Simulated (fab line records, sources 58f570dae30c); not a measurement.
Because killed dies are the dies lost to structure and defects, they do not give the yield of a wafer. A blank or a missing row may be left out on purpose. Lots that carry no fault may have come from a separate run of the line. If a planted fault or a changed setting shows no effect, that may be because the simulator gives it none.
2 desks looking at one fault    flow berkeley cmos170    only its own numbers are on each desk; what lay behind them is given at the end

FROM THE METROLOGY DESK
Lot by lot, what the gauges showed, no matter which tool ran the lot: averages of those sampled wafers that carry a number. Any lot whose mean is over 4 standard deviations away from the usual mean is out of limits and marked OUT; that distance is given in the brackets.
Columns: A = NLDD_OVL at UCB170_NLDD_OVL_MEAS_07, usual 1 nm
lot   first seen here  A
L246  day 6 11:44      -1
L247  day 6 15:56      9
L248  day 6 16:12      -1
L249  day 6 17:01      4
L250  day 7 03:02      4
L252  day 7 03:51      9
L253  day 7 15:40      4
L256  day 7 23:01      2
L255  day 7 23:22      1
L254  day 7 23:37      -2
L267  day 10 06:59     -4
L268  day 10 07:42     -3
L264  day 10 08:47     4
L269  day 10 12:56     1
This desk's verdict: no lot among the 14 shows anything out of limits.

DESK OF THE TOOL OWNER: rie diel-04
The tool's own readings at UCB170_M3_ETCH_17 (etches BARC in N2/H2): means of the sampled wafers that have a number, for each lot that ran on this tool. Any lot whose mean is over 4 standard deviations away from the usual mean is out of limits and marked OUT; that distance is given in the brackets.
Columns: A = drypump motor current A at UCB170_M3_ETCH_17, usual 5.8 A; B = n2 flow sccm at UCB170_M3_ETCH_17, usual 99.94 sccm; C = oes product au at UCB170_M3_ETCH_17, usual 1.001 a.u.; D = rf fwd power W at UCB170_M3_ETCH_17, usual 494.5 W; E = throttle valve pct at UCB170_M3_ETCH_17, usual 13.27 %
lot   first seen here  A    B       C      D      E
L246  day 8 04:32      5.8  100.14  0.993  496.0  13.26
L250  day 8 14:16      6.1  99.97   0.998  494.1  13.28
L253  day 9 02:12      6.4  100.13  0.990  494.2  13.28
L256  day 9 16:32      6.4  100.08  1.003  495.3  13.28
L267  day 12 00:58     6.0  99.98   0.998  494.6  13.27
L264  day 12 01:14     6.0  100.18  0.993  494.6  13.27
This desk's verdict: no lot among the 6 shows anything out of limits.

TAKEN TOGETHER
From the metrology desk's view, nothing was out of limits.
Nothing out of limits was seen by the tool owner's desk.

WHAT WAS PUT IN BY THE SIMULATOR
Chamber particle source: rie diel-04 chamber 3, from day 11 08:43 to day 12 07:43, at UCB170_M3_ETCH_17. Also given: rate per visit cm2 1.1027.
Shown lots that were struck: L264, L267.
